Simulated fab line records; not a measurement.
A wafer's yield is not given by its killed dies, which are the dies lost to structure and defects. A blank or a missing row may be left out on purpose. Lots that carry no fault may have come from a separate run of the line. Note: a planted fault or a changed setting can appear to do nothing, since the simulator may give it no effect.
A single fault, viewed from 2 desks -- flow berkeley_cmos170 -- what lay behind the numbers comes last; until then each desk has only its own

## METROLOGY DESK
Means of the sampled wafers that have a number, per lot and without regard to the tool the lot ran on: this is what the gauges read. If a lot's mean is further than 4 standard deviations from the usual mean, the lot is out of limits and carries the mark OUT (the distance appears in the brackets).
Columns: A = NVT_TW at UCB170_NVT_TW_MEAS_09, usual 521.7; B = NLDD_OVL at UCB170_NLDD_OVL_MEAS_07, usual 1 nm
lot,first seen here,A,B
L997,day 6 00:08,525.6,-2
L998,day 6 00:25,519.7,4
L996,day 6 00:29,525.5,0
L999,day 6 00:37,522.7,2
L100,day 6 00:41,520.4,-2
L102,day 6 21:54,519.1,1
L103,day 7 08:16,524.0,-4
L105,day 7 08:30,523.7,1
L107,day 7 15:13,526.1,0
L110,day 8 04:38,520.0,2
L117,day 9 07:28,523.1,8
L116,day 9 08:16,517.8,-4
L118,day 10 04:02,522.0,-3
L119,day 10 19:13,522.3,-5
This desk found nothing out of limits on any of the 14 lots.

## DESK OF THE TOOL OWNER: litho_track-04
The tool's own readings at UCB170_ZERO_HMDS_00 (prime time 60 s): means of the sampled wafers that have a number, for each lot that ran on this tool. If a lot's mean is further than 4 standard deviations from the usual mean, the lot is out of limits and carries the mark OUT (the distance appears in the brackets).
Columns: A = prime_temp_c at UCB170_ZERO_HMDS_00, usual 100.00 C
lot,first seen here,A
L996,day 1 21:20,99.88
L102,day 2 22:04,99.87
L107,day 3 23:29,96.78 (-25) OUT
L110,day 4 13:26,96.94 (-24) OUT
This desk finds L107, L110 out of limits, L107 being first, at day 3 23:29 (prime_temp_c at UCB170_ZERO_HMDS_00). In limits: L996, L102.

## BROUGHT TOGETHER
The tool owner's desk could have raised an alarm at day 3 23:29, on L107, L110.
At the metrology desk, nothing out of limits was observed.
The metrology desk has L107, L110 on record, within its limits.
All the named lots went through UCB170_ZERO_HMDS_00 on litho_track-04.

## WHAT HAD BEEN PUT IN BY THE SIMULATOR
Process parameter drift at UCB170_ZERO_HMDS_00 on litho_track-04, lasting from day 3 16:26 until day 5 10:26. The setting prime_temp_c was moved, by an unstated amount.
Shown lots that were struck: L107, L110.
How many hours passed from the start of the fault until each desk's first out-of-limits reading: the tool owner's desk, 7.
